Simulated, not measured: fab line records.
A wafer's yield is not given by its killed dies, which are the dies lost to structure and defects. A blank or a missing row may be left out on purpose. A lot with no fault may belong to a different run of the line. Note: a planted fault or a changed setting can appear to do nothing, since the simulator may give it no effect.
Problem report in the 8D (eight disciplines) form, filled by code | flow berkeleyCmos170 | the parts of the form that need people (team, actions taken, sign-off) are left out

1. THE PROBLEM
Mean M3_AL_RS at UCB170_M3_RS_MEAS_02: 0.0220 ohm/sq over 6 wafers in 2 lots; fault-free wafers: 0.0320 ohm/sq, standard deviation 0.00034. That puts it -29 standard deviations away from the usual mean.
The step: measures by four-point-probe.
Earliest sighting: wafer L676.1 on filmMetro-04 at day 10 08:28. The record holds 42 wafers of 14 lots with a number at this step. Rule for "out", or "out of limits": more than 4 standard deviations from the usual mean. All remaining wafers that have a number are taken as sound.

2. WHAT IT IS, AND WHAT IT ISN'T
question                    | is                     | is not
which readings at this step | M3_AL_RS               | -
which lots                  | L676, L678             | L664, L665, L666, L668, L670, L671, L672, L673, L677, L679, L683, L686
which wafers of those lots  | all that have a number | -
read on which gauges        | filmMetro-04           | filmMetro-01, filmMetro-03
when                        | from day 10 08:28      | up to then (27 sound wafers); but 9 sound wafers of L679, L683, L686 came after

3. THE SUSPECTS, EACH WITH WHAT RULES IT OUT
Counting: any tool at a process step up to the reading is kept as a suspect provided that every lot that is out went through it and no sound lot did after the first of them.
- ruled out: the gauge at UCB170_M3_RS_MEAS_02. All the wafers that are out were read on filmMetro-04, but those of them that UCB170_M3_METAL_ETCH_18 has rows for are out there too, on other tools.
- pvdSputter-03 at UCB170_M3_SPUTTER_01 (material Al, target thk 900 nm, time 120 s): kept. Every lot that is out went through it, starting with L676 (day 10 08:23), and after that it ran no sound lot; the last sound lot it ran before then is L672 (day 9 07:38).
Left after counting: pvdSputter-03 at UCB170_M3_SPUTTER_01.

4. THE CAUSE (what the simulator had put in)
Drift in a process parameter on pvdSputter-03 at UCB170_M3_SPUTTER_01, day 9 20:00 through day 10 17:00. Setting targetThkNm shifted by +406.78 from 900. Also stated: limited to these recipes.
Counting left only this tool.

5. THE EFFECT CHAIN, in route order
One row per reading whose mean, taken over the struck wafers that have a number, lies over 3 standard deviations from the usual. Scope: only readings with a usual standard deviation given in the record; hours: median across lots of the time from each lot's start at the first step in this table that gives one to its start at this step; sigmas: change in usual standard deviations.
hours | step                    | reading      | usual         | on struck wafers | change  | sigmas
0     | UCB170_M3_RS_MEAS_02    | M3_AL_RS     | 0.0320 ohm/sq | 0.0220           | -0.0100 | -29
0     | UCB170_M3_THK_MEAS_03   | M3_AL_THK    | 882 nm        | 1267             | +385    | +35
3     | UCB170_M3_METAL_ETCH_18 | oesProductAu | 0.851 a.u.    | 0.999            | +0.148  | +9.8
Here are the process steps it includes:
- UCB170_M3_METAL_ETCH_18: etches Al in Cl2/BCl3, stops on SiO2, target depth 1170 nm, time 195 s.

6. HOW IT WOULD HAVE BEEN CAUGHT EARLIER
In this record the first reading out of limits at a measuring or inspecting step was taken at day 10 08:28, 12 hours after the fault began at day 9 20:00.
Of the tool readings at UCB170_M3_SPUTTER_01 for which the record gives a usual standard deviation, none was out on any struck wafer, so an alarm limit of 4 standard deviations on them would not have fired.
Of the lots that are out (2), L678 began UCB170_M3_SPUTTER_01 on pvdSputter-03 after day 10 08:28. Holding the tool at that time would have saved it.
